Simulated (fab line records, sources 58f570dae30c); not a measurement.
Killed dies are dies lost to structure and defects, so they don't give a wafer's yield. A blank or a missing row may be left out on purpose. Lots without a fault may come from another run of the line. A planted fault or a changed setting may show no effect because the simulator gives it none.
A struck lot beside a sound one | flow berkeley_cmos170 | 16 steps out of a route of 331
Sound: wafers L859.3, L859.4, L859.5. Struck: wafers L851.1, L851.3, L851.5. The cause comes at the end.
At each step with rows: each side's tool, then ch and its chambers, then its first start. Under that, the readings that differ: sound wafers | struck wafers | difference of the means | sigmas: that difference in standard deviations of wafers without a fault.
alike: readings whose means differ by less than 2 such deviations, and words and numbers that are the same on both sides. not compared: withheld readings, readings that some wafer has no value for, bounds like >300 that may hide the same value, and numbers for which the record gives no deviation and whose values overlap.
The two part at a step that has a row with sigmas, a row that says differs or no value, or rows on one side only. Numbers that don't overlap but have no deviation are shown without sigmas and don't part them. A reading that every wafer of one side lacks parts them only if that side has two wafers or more.

first, 2 steps without rows for these wafers: UCB170_GATE_ANNEAL_03 (time 1800 s); UCB170_GATE_CVD_04 (deposits poly-Si from SiH4, time 1440 s, target thk 214 nm).
UCB170_GATE_THK_MEAS_05:
  sound on film_metro-04, day 9 22:23; struck on film_metro-04, day 9 17:02
  alike: GATE_POLY_THK
then, 6 steps without rows for these wafers: UCB170_GATE_COAT_06; UCB170_GATE_COAT_07 (resist thk 900 nm); UCB170_GATE_SOFTBAKE_08 (time 60 s); UCB170_GATE_EXPOSE_09 (exposes mask POLY, target cd 350 nm); UCB170_GATE_PEB_10; UCB170_GATE_DEVELOP_11 (develop time 45 s).
UCB170_GATE_CD_MEAS_12: target cd 350 nm.
  sound on cd_sem-01, day 9 23:43; struck on cd_sem-02, day 9 18:29
  alike: cd_nm
UCB170_GATE_OVL_MEAS_13:
  sound on overlay-02, day 9 23:48; struck on overlay-02, day 9 18:36
  alike: GATE_OVL
UCB170_GATE_ETCH_14: etches BARC in N2/H2.
  sound on rie_diel-01 ch 2,3, day 9 23:49; struck on rie_diel-02 ch 1,2, day 9 18:38
  alike: bias_w, chamber_pressure_mTorr, drypump_motor_current_A, oes_product_au, rf_fwd_power_W, throttle_valve_pct
UCB170_GATE_ETCH_15: etches poly-Si in HBr/Cl2, stops on SiO2, time 56.3 s, target depth 278.2 nm.
  sound on rie_si-01 ch 0,3, day 9 23:52; struck on rie_si-01 ch 1,2, day 9 18:41
  no value came back on the struck wafers for any of 6 readings (HBr_flow_sccm (sccm), bias_w (W) and others); on the sound wafers HBr_flow_sccm (sccm) reads 149.9 149.3 150.2
  reading                               | sound             | struck          | difference | sigmas
  model.KrF_of_GATE_COAT_07.thk_nm (nm) | 781.9 780.9 783.9 | 880 882.3 885.1 | +100       |
  not compared: rf_hours_counter_h
UCB170_GATE_STRIP_16: strips in O2.
  sound on plasma_asher-04 ch 0,1, day 9 23:56; struck on plasma_asher-03 ch 0,1, day 9 18:44
  alike: drypump_motor_current_A, oes_product_au
  not compared: rf_hours_counter_h
UCB170_GATE_CD_MEAS_90: target cd 350 nm.
  sound on cd_sem-02, day 10 00:04; struck on cd_sem-01, day 9 18:51
  reading    | sound             | struck | difference                    | sigmas
  cd_nm (nm) | 346.4 347.0 347.2 | - - -  | no value on the struck wafers |
then, 1 step without rows for these wafers: UCB170_GATE_CLEAN_17 (cleans in SPM, time 600 s).

WHERE THEY PART
First at UCB170_GATE_ETCH_15; last, within this record, at UCB170_GATE_CD_MEAS_90.

WHY: what the simulator had put in
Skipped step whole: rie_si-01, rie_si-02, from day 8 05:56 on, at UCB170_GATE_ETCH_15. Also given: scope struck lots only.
